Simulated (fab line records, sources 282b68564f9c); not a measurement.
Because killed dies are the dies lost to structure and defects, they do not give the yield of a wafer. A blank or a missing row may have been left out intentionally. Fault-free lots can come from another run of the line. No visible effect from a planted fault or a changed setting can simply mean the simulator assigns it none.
Chamber matching | flow rit-cmos | RIT_GATE_ETCH_19 on rie-si-01 has 4 sister chambers
The step etches poly-Si in SF6/CHF3/O2, stops on SiO2, time 165 s, target depth 312.5 nm. 16 wafers are shown with their chamber, then 7 later ones without.

== WAFERS, EACH WITH ITS CHAMBER ==
wafer  | chamber | drypump-motor-current-A (A) | throttle-valve-pct (%) | he-backside-leak-sccm (sccm)
L510.1 | 2       | 5.3                         | 10.09                  | 2.81
L510.3 | 0       | 5.7                         | 10.36                  | 2.79
L510.4 | 3       | 6.4                         | 10.19                  | 2.73
L512.3 | 1       | 6.4                         | 10.21                  | 2.77
L512.4 | 1       | 6.4                         | 10.22                  | 2.74
L512.5 | 0       | 5.7                         | 10.36                  | 2.77
L514.3 | 3       | 6.3                         | 10.18                  | 2.71
L514.5 | 3       | 6.3                         | 10.18                  | 2.41
L514.6 | 1       | 6.4                         | 10.23                  | 2.64
L516.2 | 1       | 6.4                         | 10.21                  | 2.81
L516.3 | 0       | 5.7                         | 10.35                  | 2.83
L524.2 | 3       | 6.3                         | 10.18                  | 2.52
L524.3 | 2       | 5.3                         | 10.11                  | 2.72
L524.4 | 0       | 5.7                         | 10.34                  | 2.82
L528.2 | 2       | 5.3                         | 10.12                  | 2.49
L528.3 | 1       | 6.4                         | 10.20                  | 2.71

SIGNATURES, as means of the wafers listed above
reading                 | chamber 0 | chamber 1 | chamber 2 | chamber 3 | scatter within a chamber
drypump-motor-current-A | 5.700     | 6.400     | 5.300     | 6.325     | 0.025
throttle-valve-pct      | 10.3525   | 10.2140   | 10.1067   | 10.1825   | 0.0106
he-backside-leak-sccm   | 2.8025    | 2.7340    | 2.6733    | 2.5925    | 0.11
Rule: distance of a wafer from a chamber = root of the sum over the readings of ((wafer's reading minus chamber's mean) / reading's scatter) squared. The wafer belongs to the nearest chamber; if the next one is less than 2 further off, it can't be placed. The scatter: the root of (the sum of the squares of (reading less its chamber's mean) over the shown wafers, divided by (wafers less chambers)).

== WAFERS WHOSE CHAMBER IS MISSING ==
wafer  | drypump-motor-current-A (A) | throttle-valve-pct (%) | he-backside-leak-sccm (sccm)
L528.5 | 6.4                         | 10.22                  | 2.71
L530.2 | 5.2                         | 10.14                  | 2.57
L530.3 | 6.3                         | 10.18                  | 2.59
L530.4 | 5.7                         | 10.35                  | 2.73
L532.1 | 6.4                         | 10.20                  | 2.73
L532.2 | 5.3                         | 10.13                  | 2.69
L532.6 | 6.4                         | 10.21                  | 2.70

== EACH ONE'S CHAMBER ==
wafer  | from the rows above | in truth
L528.5 | 1                   | 1
L530.2 | 2                   | 2
L530.3 | 3                   | 3
L530.4 | 0                   | 0
L532.1 | 1                   | 1
L532.2 | 2                   | 2
L532.6 | 1                   | 1
Placed correctly: 7 of 7. From these rows, 0 cannot be placed. Placed wrongly: 0.
